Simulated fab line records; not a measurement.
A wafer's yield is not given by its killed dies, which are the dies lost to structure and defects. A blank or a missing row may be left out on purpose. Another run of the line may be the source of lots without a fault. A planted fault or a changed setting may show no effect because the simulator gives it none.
A lot that was struck, set against a sound lot	flow rit_cmos	18 out of 202 route steps
Sound: wafers L159.2, L159.5, L159.6. Wafers L171.2, L171.4, L171.5 were the ones struck. The cause is named last.
Order at every step that has rows: each side's tool, ch and its chambers, its first start. Under that, the readings that differ: sound wafers	struck wafers	difference of the means	sigmas: that difference in standard deviations of wafers without a fault.
alike: words and numbers the same on both sides, and readings whose means are apart by under 2 such deviations; not compared: readings that were withheld, readings missing a value for some wafer, numbers with overlapping values and no deviation given by the record, and bounds like >300 which may hide the same value.
Wherever a step has rows on one side only, a row that says differs or no value, or a row with sigmas, the two part there. When numbers do not overlap yet have no deviation, they are printed without sigmas and do not part them. Lack of a reading on every wafer of one side parts them only where that side has two or more wafers.

first, 4 steps without rows for these wafers: RIT_PSD_SOFTBAKE_02 (time 60 s); RIT_PSD_EXPOSE_03 (exposes mask M10, target cd 40900 nm); RIT_PSD_PEB_04; RIT_PSD_DEVELOP_05 (develop time 50 s).
RIT_PSD_OVL_MEAS_06:
  sound on overlay-01, day 5 20:49; struck on overlay-02, day 7 03:56
  alike: PSD_OVL
then, 2 steps without rows for these wafers: RIT_PSD_HARDBAKE_07 (time 60 s); RIT_PSD_IMPLANT_08.
RIT_PSD_STRIP_09: strips in O2, time 180 s.
  sound on plasma_asher-02 ch 0,1, day 5 21:29; struck on plasma_asher-04 ch 0,1, day 7 04:20
  alike: chamber_pressure_mTorr, drypump_motor_current_A
  not compared: rf_hours_counter_h
RIT_PSD_TW_MEAS_10:
  sound on film_metro-02, day 5 21:40; struck on film_metro-02, day 7 04:31
  alike: PSD_TW
then, 3 steps without rows for these wafers: RIT_SDANNEAL_CLEAN_00 (cleans in SC1, time 600 s); RIT_SDANNEAL_CLEAN_01 (cleans in dHF, time 30 s); RIT_SDANNEAL_CLEAN_02 (cleans in SC2, time 600 s).
RIT_SDANNEAL_RTA_03: time 5 s.
  sound on rtp_anneal-01 ch 0, day 5 22:06; struck on rtp_anneal-02 ch 0, day 7 04:59
  alike: wafer_temp_C_max
RIT_SDANNEAL_RS_MEAS_04: uses a four-point probe to measure.
  sound on film_metro-03, day 5 22:10; struck on film_metro-03, day 7 05:03
reading	sound	struck	difference	sigmas
PSD_RS (ohm/sq)	115.76 115.33 115.52	127.92 127.80 127.78	+12.30	+47
RIT_SDANNEAL_RS_MEAS_05: uses a four-point probe to measure.
  sound on film_metro-03, day 5 22:17; struck on film_metro-03, day 7 05:10
  alike: NSD_RS
RIT_SDANNEAL_RS_MEAS_06: uses a four-point probe to measure.
  sound on film_metro-03, day 5 22:25; struck on film_metro-03, day 7 05:17
reading	sound	struck	difference	sigmas
PLDD_RS (ohm/sq)	178.7 178.1 178.6	191.1 191.1 191.4	+12.7	+29
RIT_SDANNEAL_RS_MEAS_07: uses a four-point probe to measure.
  sound on film_metro-03, day 5 22:32; struck on film_metro-03, day 7 05:25
  alike: NLDD_RS
RIT_M1_PROBE_99:
  sound on prober-02, day 6 06:35; struck on prober-01, day 7 12:49
  alike: killed_at_contacts, killed_at_front_end, killed_dies, killed_on_rim, killed_open, killed_short

## WHERE THEY PART
Earliest at RIT_SDANNEAL_RS_MEAS_04; latest, in this record, at RIT_SDANNEAL_RS_MEAS_06. Later steps at which nothing parts them and some readings are alike: RIT_SDANNEAL_RS_MEAS_07, RIT_M1_PROBE_99.

WHY: what the simulator had put in
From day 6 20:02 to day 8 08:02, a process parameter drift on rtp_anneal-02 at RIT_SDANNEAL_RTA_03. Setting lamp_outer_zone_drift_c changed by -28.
